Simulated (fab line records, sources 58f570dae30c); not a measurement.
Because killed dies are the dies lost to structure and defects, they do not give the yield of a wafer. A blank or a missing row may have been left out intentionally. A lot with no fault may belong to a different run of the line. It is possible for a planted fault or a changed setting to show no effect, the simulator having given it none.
fab line records	flow berkeleyCmos170
record: lots: 6	wafers: 18	lastDay: 12
route steps=331 shown PVT@118 GATE@125 FIELD@126
lots untouched by any fault: they come from a run of this same line in which no faults occurred
startH: hours from the record's opening day to when the first of the lot's shown wafers began	waitH: how many hours have passed since the lot's step before this one	" unchanged from the row above	L1.1+2: a single row standing in for several wafers	- no value, or no start given	* or withheld: withheld	< > ~ a bound
route shown NAME@n: names a module that has steps shown in the file, with the first one's number in the route	usual: mean/standard deviation taken from wafers without a fault	same: alike in all rows	chamber/n: place in a boat	sites: each site's reading	_std_site: the standard deviation of these	_edge_site: the outer-site mean with the inner-site mean subtracted	radiusMm: how far each site lies from the wafer's centre	mask NAME#n: copy n	behind: the last tool/chamber to shape the wafer	hold: cause of the lot's hold/its duration in hours/its outcome	device: the n, p or np transistor that did not switch	end of line: at the end of the route, the tests of the same wafers	a step given without rows: its recipe and nothing more	killed: not the wafer's yield, but the dies lost to structure and defects at the first sort	map: per-die view of a wafer (x killed, . not killed, _ where there is no die)
set.NAME: the setting that was run; set.NAME@STEP: the one run at that earlier step	model.NAME: the simulator's own value behind a step, which no gauge read
lots at some steps of the route; a table a step, a row a wafer
services: the hour from which a tool's chamber was out of use, counted from the record's first day as startH (under 0 if before that day), plus the number of hours and why
== steps ==
step: UCB170_PVT_EXPOSE_03
recipe: maskId: NWELL	targetCdNm: 3000	na: 0.5	sigmaOuter: 0.6	sourceShape: conventional	doseMj: 30
step: UCB170_PVT_PEB_04
recipe: pebTempC: 130	pebTimeS: withheld	resist: KrF
step: UCB170_PVT_DEVELOP_05
recipe: developer: TMAH	developTimeS: 45	resist: KrF	devTempC: 21
step: UCB170_PVT_OVL_MEAS_06
usual: PVT_OVL: 0/4.6
lot.wafer	tool	chamber	startH	waitH	PVT_OVL[nm]
L752.2	overlay-01	-	159.15	-	2
L752.4	"	-	"	"	1
L752.5	"	-	"	"	-1
L754.2	overlay-01	-	164.87	-	-2
L754.3	"	-	"	"	7
L754.4	"	-	"	"	-1
L755.2	overlay-01	-	165.14	-	2
L755.3	"	-	"	"	-4
L755.5	"	-	"	"	-6
L757.1	overlay-02	-	176.11	-	9
L757.2	"	-	"	"	7
L757.3	"	-	"	"	7
L765.1	overlay-01	-	210.07	-	-3
L765.2	"	-	"	"	3
L765.6	"	-	"	"	6
L767.2	overlay-02	-	219.84	-	-8
L767.5	"	-	"	"	-7
L767.6	"	-	"	"	-13
step: UCB170_PVT_IMPLANT_07
recipe: species: P	doseCm2: 2e+12	energyKev: 30	tiltDeg: 7
step: UCB170_PVT_STRIP_08
recipe: chemistry: O2	powerW: 400	pressureMtorr: 3500	platenTempC: withheld	o2FlowSccm: 400	overashFraction: 0.5
usual: drypumpMotorCurrentA: 5.63/0.2	o2FlowSccm: 400.1/1.3	oesProductAu: 0.735/0.0044	stripTimeToEndpointS: 21.60/0.07
lot.wafer	tool	chamber	startH	waitH	drypumpMotorCurrentA	o2FlowSccm	oesProductAu	rfHoursCounterH	stripTimeToEndpointS
L752.2	plasmaAsher-02	1	159.33	0.1	5.85	398.8	0.743	5	21.66
L752.4	"	0	"	"	5.37	399.5	0.730	-	21.67
L752.5	"	0	"	"	5.39	398.5	0.737	-	21.75
L754.2	plasmaAsher-01	0	165.05	0.1	5.57	399.0	0.737	47	21.62
L754.3	"	0	"	"	5.57	399.5	0.731	-	21.59
L754.4	"	1	"	"	5.43	399.6	0.741	-	21.60
L755.2	plasmaAsher-01	1	165.32	0.1	5.44	400.1	0.735	47	21.56
L755.3	"	0	"	"	5.56	400.9	0.738	-	21.61
L755.5	"	1	"	"	5.44	398.8	0.739	-	21.57
L757.1	plasmaAsher-02	1	176.30	0.1	5.79	399.9	0.738	8	21.69
L757.2	"	0	"	"	5.40	398.1	0.733	8	21.74
L757.3	"	1	"	"	5.79	400.9	0.733	-	21.76
L765.1	plasmaAsher-02	1	210.25	0.1	5.84	400.1	0.728	12	21.56
L765.2	"	0	"	"	5.40	399.0	0.740	12	21.59
L765.6	"	1	"	"	5.84	400.9	0.735	-	21.57
L767.2	plasmaAsher-03	1	220.02	0.1	5.65	400.0	0.738	49	21.61
L767.5	"	1	"	"	5.64	401.2	0.733	-	21.61
L767.6	"	0	"	"	5.90	400.7	0.729	-	21.59
step: UCB170_PVT_TW_MEAS_09
usual: PVT_TW: 509/3.8
lot.wafer	tool	chamber	startH	waitH	PVT_TW
L752.2	filmMetro-04	-	159.44	0.1	511
L752.4	"	-	"	"	515
L752.5	"	-	"	"	517
L754.2	filmMetro-01	-	165.16	0.1	506
L754.3	"	-	"	"	508
L754.4	"	-	"	"	506
L755.2	filmMetro-01	-	165.43	0.1	507
L755.3	"	-	"	"	506
L755.5	"	-	"	"	506
L757.1	filmMetro-01	-	176.40	0.1	504
L757.2	"	-	"	"	503
L757.3	"	-	"	"	505
L765.1	filmMetro-01	-	210.35	0.1	505
L765.2	"	-	"	"	508
L765.6	"	-	"	"	504
L767.2	filmMetro-04	-	220.13	0.1	515
L767.5	"	-	"	"	514
L767.6	"	-	"	"	513
step: UCB170_GATE_WET_ETCH_00
recipe: chemistry: dHF	dilution: 25:1	target: SiO2	tempC: 25	timeS: 200
step: UCB170_FIELD_THK_MEAS_91
recipe: reads: SiO2_of_FIELD_OXIDATION_01
usual: FIELD_OXIDE_LEFT_2_THK: 351/8.4
lot.wafer	tool	chamber	startH	waitH	FIELD_OXIDE_LEFT_2_THK[nm]
L752.2	filmMetro-02	-	159.84	0.0	374
L752.4	"	-	"	"	381
L752.5	"	-	"	"	377
L754.2	filmMetro-04	-	165.29	0.0	357
L754.3	"	-	"	"	357
L754.4	"	-	"	"	354
L755.2	filmMetro-02	-	165.56	0.0	348
L755.3	"	-	"	"	347
L755.5	"	-	"	"	349
L757.1	filmMetro-02	-	176.52	0.0	349
L757.2	"	-	"	"	342
L757.3	"	-	"	"	341
L765.1	filmMetro-01	-	210.48	0.0	346
L765.2	"	-	"	"	350
L765.6	"	-	"	"	351
L767.2	filmMetro-01	-	220.46	0.0	335
L767.5	"	-	"	"	341
L767.6	"	-	"	"	353
step: UCB170_GATE_OXIDATION_01
recipe: tempC: 850	ambient: O2	targetThkA: 66	oxTimeS: 1800
step: UCB170_GATE_THK_MEAS_02
recipe: reads: SiO2_of_GATE_OXIDATION_01
usual: GATE_OXIDE_THK: 6.59/0.11
lot.wafer	tool	chamber	startH	waitH	GATE_OXIDE_THK[nm]
L752.2	filmMetro-02	-	164.52	0.0	6.52
L752.4	"	-	"	"	6.57
L752.5	"	-	"	"	6.63
L754.2	filmMetro-01	-	169.62	0.0	6.68
L754.3	"	-	"	"	6.57
L754.4	"	-	"	"	6.62
L755.2	filmMetro-03	-	169.62	0.0	6.75
L755.3	"	-	"	"	6.66
L755.5	"	-	"	"	6.62
L757.1	filmMetro-01	-	180.60	0.0	6.49
L757.2	"	-	"	"	6.55
L757.3	"	-	"	"	6.50
L765.1	filmMetro-01	-	213.51	0.0	6.53
L765.2	"	-	"	"	6.59
L765.6	"	-	"	"	6.56
L767.2	filmMetro-03	-	223.44	0.1	6.69
L767.5	"	-	"	"	6.75
L767.6	"	-	"	"	6.74
step: UCB170_GATE_ANNEAL_03
recipe: tempC: 900	timeS: 1800	ambient: N2
step: UCB170_GATE_CVD_04
recipe: material: poly-Si	tempC: 610	precursor: SiH4	timeS: 1440	pressureMtorr: 375	targetThkNm: 214	sih4FlowSccm: 120
usual: sih4FlowSccm: 119.9/0.42
lot.wafer	tool	chamber	startH	waitH	sih4FlowSccm
L752.2	lpcvd-02	0	168.14	0.8	119.5
L752.4	"	0	"	"	119.8
L752.5	"	0	"	"	119.7
L754.2	lpcvd-01	1	172.36	0.0	119.8
L754.3	"	1	"	"	119.5
L754.4	"	1	"	"	119.4
L754.2	lpcvd-01	1	173.93	0.2	120.5
L754.3	"	1	"	"	120.2
L754.4	"	1	"	"	120.0
L755.2	lpcvd-01	1	172.36	0.0	120.4
L755.3	"	1	"	"	120.5
L755.5	"	1	"	"	120.6
L757.1	lpcvd-02	1	184.73	0.0	119.4
L757.2	"	1	"	"	118.9
L757.3	"	1	"	"	119.4
L757.1	lpcvd-02	1	186.30	0.2	120.8
L757.2	"	1	"	"	120.3
L757.3	"	1	"	"	120.3
L765.1	lpcvd-01	1	217.45	1.2	119.3
L765.2	"	1	"	"	119.7
L765.6	"	1	"	"	119.5
L767.2	lpcvd-02	0	227.11	0.0	120.0
L767.5	"	0	"	"	120.1
L767.6	"	0	"	"	120.1
step: UCB170_GATE_THK_MEAS_05
recipe: reads: poly-Si_of_GATE_CVD_04
usual: GATE_POLY_THK: 213.9/2.2
lot.wafer	tool	chamber	startH	waitH	GATE_POLY_THK[nm]
L752.2	filmMetro-03	-	169.55	0.0	210.2
L752.4	"	-	"	"	211.8
L752.5	"	-	"	"	212.3
L755.2	filmMetro-01	-	173.77	0.0	217.6
L755.3	"	-	"	"	218.2
L755.5	"	-	"	"	217.8
L754.2	filmMetro-03	-	175.36	0.0	431.9
L754.3	"	-	"	"	432.3
L754.4	"	-	"	"	432.2
L757.1	filmMetro-01	-	187.70	0.0	425.1
L757.2	"	-	"	"	426.3
L757.3	"	-	"	"	427.4
L765.1	filmMetro-01	-	218.85	0.0	214.6
L765.2	"	-	"	"	212.6
L765.6	"	-	"	"	216.6
L767.2	filmMetro-01	-	228.52	0.0	216.9
L767.5	"	-	"	"	216.1
L767.6	"	-	"	"	214.8
step: UCB170_GATE_COAT_06
recipe: resist: BARC	tempC: withheld	timeS: withheld	spinRpm: 3000	resistThkNm: withheld
step: UCB170_GATE_COAT_07
recipe: resist: KrF	spinRpm: 1500	resistThkNm: 900
step: UCB170_GATE_SOFTBAKE_08
recipe: resist: KrF	tempC: 130	timeS: 60
step: UCB170_GATE_EXPOSE_09
recipe: maskId: POLY	targetCdNm: 350	na: 0.5	sigmaOuter: 0.6	sourceShape: conventional	doseMj: 21
step: UCB170_GATE_PEB_10
recipe: pebTempC: 130	pebTimeS: withheld	resist: KrF
step: UCB170_GATE_DEVELOP_11
recipe: developer: TMAH	developTimeS: 45	resist: KrF	devTempC: 21
step: UCB170_GATE_CD_MEAS_12
recipe: targetCdNm: 350
usual: cdNm: 350.3/1.5
lot.wafer	tool	chamber	startH	waitH	cdNm
L752.2	cdSem-02	-	170.74	-	348.8
L752.4	"	-	"	"	350.3
L752.5	"	-	"	"	350.3
L755.2	cdSem-01	-	174.69	-	349.0
L755.3	"	-	"	"	349.7
L755.5	"	-	"	"	349.8
L754.2	cdSem-01	-	176.61	-	350.3
L754.3	"	-	"	"	350.4
L754.4	"	-	"	"	350.9
L757.1	cdSem-01	-	188.98	-	348.6
L757.2	"	-	"	"	350.0
L757.3	"	-	"	"	349.2
L765.1	cdSem-01	-	221.23	-	351.5
L765.2	"	-	"	"	349.6
L765.6	"	-	"	"	349.6
L767.2	cdSem-01	-	229.76	-	350.7
L767.5	"	-	"	"	350.1
L767.6	"	-	"	"	350.9
step: UCB170_GATE_OVL_MEAS_13
usual: GATE_OVL: 3/6.2
lot.wafer	tool	chamber	startH	waitH	GATE_OVL[nm]
L752.2	overlay-01	-	170.84	0.1	8
L752.4	"	-	"	"	3
L752.5	"	-	"	"	10
L755.2	overlay-02	-	174.79	0.1	5
L755.3	"	-	"	"	6
L755.5	"	-	"	"	3
L754.2	overlay-01	-	176.71	0.1	2
L754.3	"	-	"	"	-4
L754.4	"	-	"	"	6
L757.1	overlay-02	-	189.10	0.1	6
L757.2	"	-	"	"	10
L757.3	"	-	"	"	9
L765.1	overlay-02	-	221.35	0.1	-1
L765.2	"	-	"	"	-1
L765.6	"	-	"	"	10
L767.2	overlay-01	-	229.87	0.1	-6
L767.5	"	-	"	"	3
L767.6	"	-	"	"	4
step: UCB170_GATE_ETCH_14
recipe: chemistry: N2/H2	targetDepthA: withheld	overetchA: withheld	target: BARC	timeS: withheld	sourceW: 500	biasW: 100	pressureMtorr: 30	n2FlowSccm: 100	h2FlowSccm: 200
usual: drypumpMotorCurrentA: 5.7/0.48	oesProductAu: 1.011/0.022	rfFwdPowerW: 494.8/1.6	throttleValvePct: 13.24/0.13
lot.wafer	tool	chamber	startH	waitH	drypumpMotorCurrentA	oesProductAu	rfFwdPowerW	throttleValvePct
L752.2	rieDiel-02	1	170.87	0.0	5.7	1.038	496.1	13.48
L752.4	"	2	"	"	5.3	0.983	495.5	13.26
L752.5	"	3	"	"	5.1	1.019	499.7	13.22
L755.2	rieDiel-03	1	174.82	0.0	5.9	1.008	495.8	13.21
L755.3	"	0	"	"	5.3	1.024	496.2	13.23
L755.5	"	1	"	"	5.9	0.990	494.3	13.18
L754.2	rieDiel-03	3	176.74	0.0	6.0	0.993	492.8	13.22
L754.3	"	0	"	"	5.3	1.028	495.0	13.23
L754.4	"	1	"	"	5.9	1.004	494.6	13.21
L757.1	rieDiel-01	0	189.13	0.0	5.6	1.007	495.3	13.32
L757.2	"	3	"	"	5.6	0.997	496.0	13.36
L757.3	"	1	"	"	6.2	1.015	495.8	13.63
L765.1	rieDiel-03	0	221.39	0.0	5.3	1.024	493.7	13.23
L765.2	"	1	"	"	5.9	1.006	496.8	13.18
L765.6	"	0	"	"	5.3	1.029	492.5	13.24
L767.2	rieDiel-02	2	229.90	0.0	5.2	0.984	493.8	13.26
L767.5	"	2	"	"	5.2	0.988	496.0	13.27
L767.6	"	1	"	"	5.6	1.038	493.7	13.48
step: UCB170_GATE_ETCH_15
recipe: chemistry: HBr/Cl2	target: poly-Si	stopOn: SiO2	overEtchFrac: 0.3	icpW: 300	biasW: 150	timeS: 56.3	pressureMtorr: 15	HBr_flow_sccm: 150	Cl2_flow_sccm: 50	targetDepthA: 2782
usual: drypumpMotorCurrentA: 5.5/0.58	oesProductAu: 0.826/0.014	rfFwdPowerW: 296.3/1.3	throttleValvePct: 26.41/0.23
lot.wafer	tool	chamber	startH	waitH	drypumpMotorCurrentA	oesProductAu	rfFwdPowerW	rfHoursCounterH	throttleValvePct	model.etch.depthNm	model.GATE.featureDepthNm
L752.2	rieSi-02	1	170.92	-	5.2	0.818	298.3	50	26.43	210.2	210.2
L752.4	"	3	"	"	6.1	0.810	295.9	112	26.98	211.9	211.9
L752.5	"	0	"	"	5.6	0.837	294.7	-	26.20	212.5	212.5
L755.2	rieSi-01	3	174.87	-	4.9	0.853	296.5	2	26.38	217.6	217.6
L755.3	"	2	"	"	5.3	0.827	299.5	61	26.58	218.2	218.2
L755.5	"	0	"	"	6.5	0.851	295.1	-	26.18	217.8	217.9
L754.2	rieSi-01	0	176.79	-	6.5	1.024	295.6	116	26.16	280.7	280.7
L754.3	"	1	"	"	4.8	0.977	293.8	1	26.38	275.3	275.3
L754.4	"	2	"	"	5.3	0.956	297.1	61	26.58	273.6	273.6
L757.1	rieSi-02	2	189.17	-	6.0	0.998	297.0	1	26.32	275.6	275.6
L757.2	"	0	"	"	5.6	1.008	295.7	1	26.18	283.9	283.9
L757.3	"	3	"	"	6.0	0.990	295.4	112	26.97	283.2	283.2
L765.1	rieSi-01	2	221.43	-	5.3	0.806	296.5	62	26.57	214.8	214.8
L765.2	"	1	"	"	4.8	0.824	296.0	1	26.37	212.6	212.6
L765.6	"	0	"	"	6.5	0.830	295.4	-	26.10	216.5	216.6
L767.2	rieSi-01	1	229.94	-	4.8	0.834	296.2	1	26.37	217.1	217.1
L767.5	"	2	"	"	5.3	0.805	298.9	-	26.57	216	216
L767.6	"	1	"	"	4.8	0.826	294.6	-	26.37	214.9	215
step: UCB170_GATE_STRIP_16
recipe: chemistry: O2	powerW: 400	pressureMtorr: 3500	platenTempC: withheld	o2FlowSccm: 400	overashFraction: 0.5
usual: drypumpMotorCurrentA: 5.74/0.23	o2FlowSccm: 399.8/1.2	oesProductAu: 0.724/0.0046
lot.wafer	tool	chamber	startH	waitH	drypumpMotorCurrentA	o2FlowSccm	oesProductAu	rfHoursCounterH	model.poly-Si_of_GATE_CVD_04.thkNm
L752.2	plasmaAsher-03	0	170.96	0.0	5.92	398.7	0.722	44	209.8
L752.4	"	0	"	"	5.88	398.1	0.723	-	211.5
L752.5	"	0	"	"	5.89	398.8	0.726	-	212.1
L755.2	plasmaAsher-01	0	174.91	0.0	5.55	397.9	0.721	49	217.2
L755.3	"	0	"	"	5.57	396.7	0.715	-	217.8
L755.5	"	1	"	"	5.43	400.3	0.734	-	217.5
L754.2	plasmaAsher-01	1	176.83	0.0	5.45	399.8	0.725	49	431.2
L754.3	"	1	"	"	5.44	399.3	0.729	-	431.9
L754.4	"	0	"	"	5.56	398.8	0.726	-	431.7
L757.1	plasmaAsher-03	0	189.38	0.2	5.88	400.0	0.722	46	424.6
L757.2	"	1	"	"	5.64	401.2	0.726	46	425.8
L757.3	"	1	"	"	5.66	401.3	0.727	-	427.3
L765.1	plasmaAsher-03	0	221.48	0.0	5.93	398.8	0.728	50	214.5
L765.2	"	1	"	"	5.64	399.8	0.730	50	212.2
L765.6	"	1	"	"	5.64	399.3	0.725	-	216.2
L767.2	plasmaAsher-04	1	229.99	0.0	6.10	399.4	0.720	44	216.7
L767.5	"	1	"	"	6.12	399.6	0.723	-	215.6
L767.6	"	0	"	"	5.88	399.7	0.733	-	214.6
step: UCB170_GATE_CD_MEAS_90
recipe: targetCdNm: 350
usual: cdNm: 350.2/1.7
lot.wafer	tool	chamber	startH	waitH	cdNm
L752.2	cdSem-02	-	171.08	0.1	348.4
L752.4	"	-	"	"	350.7
L752.5	"	-	"	"	351.3
L755.2	cdSem-01	-	175.08	0.1	348.8
L755.3	"	-	"	"	349.3
L755.5	"	-	"	"	349.1
L754.2	cdSem-01	-	176.95	0.1	350.2
L754.3	"	-	"	"	349.9
L754.4	"	-	"	"	350.5
L757.1	cdSem-01	-	189.48	0.1	347.8
L757.2	"	-	"	"	351.0
L757.3	"	-	"	"	349.0
L765.1	cdSem-02	-	221.58	0.1	352.0
L765.2	"	-	"	"	347.5
L765.6	"	-	"	"	348.8
L767.2	cdSem-01	-	230.11	0.1	350.9
L767.5	"	-	"	"	349.8
L767.6	"	-	"	"	349.4
== services ==
tool	chamber	startH	hours	kind
rieDiel-03	3	135.89	5.6	repair
rieSi-01	1	142.06	26.5	repair
plasmaAsher-02	-	146.21	1.0	repair
rieSi-01	2	149.26	9.2	repair
plasmaAsher-03	-	152.96	14.6	pm
plasmaAsher-01	-	165.95	0.4	repair
plasmaAsher-04	-	166.36	14.6	pm
rieDiel-02	-	166.87	1.2	repair
rieDiel-03	-	189.77	4.3	pm
rieSi-01	0	192.66	-	clean
rieSi-01	0	192.66	21.1	scheduledDown
rieSi-01	0	192.66	21.1	ventCycle
rieDiel-03	1	194.10	-	clean
rieDiel-03	1	194.10	20.3	scheduledDown
rieDiel-03	1	194.10	20.3	ventCycle
lpcvd-02	-	196.03	2.8	pm
rieSi-02	3	205.55	-	clean
rieSi-02	3	205.55	13.2	scheduledDown
rieDiel-02	0	212.89	5.8	repair
rieDiel-02	1	215.32	5.4	repair
rieSi-02	0	220.26	4.3	repair
rieSi-02	1	222.49	15.2	repair
plasmaAsher-01	-	228.80	5.0	repair
rieSi-02	-	229.88	0.5	repair
== key ==
firstSign: step: UCB170_GATE_CVD_04	reading: visit	direction: added
effect: step: UCB170_GATE_THK_MEAS_05	reading: GATE_POLY_THK	direction: up	sigmas: 96	usual: 213.9	struck: 429.2
effect: step: UCB170_GATE_ETCH_15	reading: oesProductAu	direction: up	sigmas: 12	usual: 0.826	struck: 0.992
modelEffect: step: UCB170_GATE_ETCH_15	value: etch.depthNm	without: 213	struck: 278.7
modelEffect: step: UCB170_GATE_STRIP_16	value: poly-Si_of_GATE_CVD_04.thkNm	without: 212.6	struck: 428.8
metAt UCB170_GATE_CVD_04
struckWafers L754.2,L754.3,L754.4,L757.1,L757.2,L757.3
laterRowsLeftOut L754.2,L754.3,L754.4,L757.1,L757.2,L757.3
sortLeftOut L754.2,L754.3,L754.4,L757.1,L757.2,L757.3
testerLeftOut L754,L757
fault: kind: repeatedStepWhole	tool: lpcvd-01,lpcvd-02	chamber: -	onsetH: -	steps: UCB170_GATE_CVD_04	times: 1	scope: struckLotsOnly
testerLeftOut: of these lots the tester's yield and bins aren't shown, on N5 and GAA mostly nor the transistor test; their killed dies are dies lost to structure and defects alone, not to doping, threshold or leakage, so they don't give the yield
sortLeftOut: the simulated sort isn't trusted on such a fault, so these wafers' sort isn't shown, and their yield isn't known
laterRowsLeftOut: the simulator's readings of these wafers behind a module that went badly wrong aren't trusted and aren't shown, but for the sort
